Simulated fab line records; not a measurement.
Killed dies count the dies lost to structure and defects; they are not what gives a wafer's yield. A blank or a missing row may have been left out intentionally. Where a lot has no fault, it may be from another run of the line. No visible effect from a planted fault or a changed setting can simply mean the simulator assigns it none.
Code-filled problem report in 8D (eight disciplines) form :: flow berkeley cmos170 :: the parts of the form that need people (team, actions taken, sign-off) are left out

## 1. WHAT IS WRONG
Wafers without a fault read 1500.0 rpm, standard deviation 0.9; spin speed rpm at UCB170_M1_COAT_04 reads a mean of 1426.2 rpm on 6 wafers belonging to 2 lots. Measured from the usual mean, that is -82 standard deviations.
The step: resist thk 900 nm.
First seen on wafer L744.3, day 10 14:00, on litho track-02. Wafers with a number at this step in the record: 18, from 6 lots. Rule for "out", or "out of limits": more than 4 standard deviations from the usual mean. The other wafers with a number count as sound.

## 2. WHAT IT IS, AND WHAT IT ISN'T
question: which readings at this step
is: spin speed rpm
is not: -

question: which lots
is: L744, L746
is not: L734, L735, L749, L753

question: which wafers of those lots
is: all that have a number
is not: -

question: read on which tools
is: litho track-02
is not: litho track-01, litho track-03

question: when
is: from day 10 14:00
is not: up to then (6 sound wafers); but 6 sound wafers of L749, L753 came after

## 3. WHAT RULES OUT EACH SUSPECT
Counting: a tool stays on the suspect list if, at a process step up to the reading, it processed all lots that are out and no sound lot following the first of them.
- pvd sputter-03 at UCB170_M1_SPUTTER_00 (material Al, target thk 600 nm, time 80 s): kept. Every lot that is out went through it, starting with L744 (day 10 14:08), and after that it ran no sound lot; the last sound lot it ran before then is L735 (day 8 19:49).
- litho track-02 at UCB170_M1_COAT_04 (resist thk 900 nm): kept. Every lot that is out went through it, starting with L744 (day 10 14:00), and after that it ran no sound lot; the last sound lot it ran before then is L735 (day 8 20:00). Out on those wafers are its own readings of spin speed rpm.
After counting, pvd sputter-03 at UCB170_M1_SPUTTER_00 and litho track-02 at UCB170_M1_COAT_04 remain.

## 4. THE CAUSE (what the simulator had put in)
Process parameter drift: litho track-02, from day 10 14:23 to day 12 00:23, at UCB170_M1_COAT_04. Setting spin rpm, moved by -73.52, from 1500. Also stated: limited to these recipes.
Counting left 2 suspects, and this tool is among them.

## 5. SEQUENCE OF EFFECTS, ordered by route
One row per reading whose mean, taken over the struck wafers that have a number, lies over 3 standard deviations from the usual. Only readings for which the record gives a usual standard deviation are gone through. hours: the time from each lot's start at the first step in this table that gives one to its start at this step, as a median over the lots. sigmas: the change in usual standard deviations.
hours: 0
step: UCB170_M1_COAT_04
reading: spin speed rpm
usual: 1500.0 rpm
on struck wafers: 1426.2
change: -73.8
sigmas: -82
It contains these process steps:
- UCB170_M1_COAT_04: resist thk 900 nm.
Later measuring or inspecting steps at which every struck wafer that the step has a row for has a number for every such reading, and none has moved that far: UCB170_M1_CD_MEAS_09, UCB170_M1_OVL_MEAS_10.

## 6. WHAT WOULD HAVE CAUGHT IT SOONER
In this record the first reading out of limits was taken at day 10 14:00.
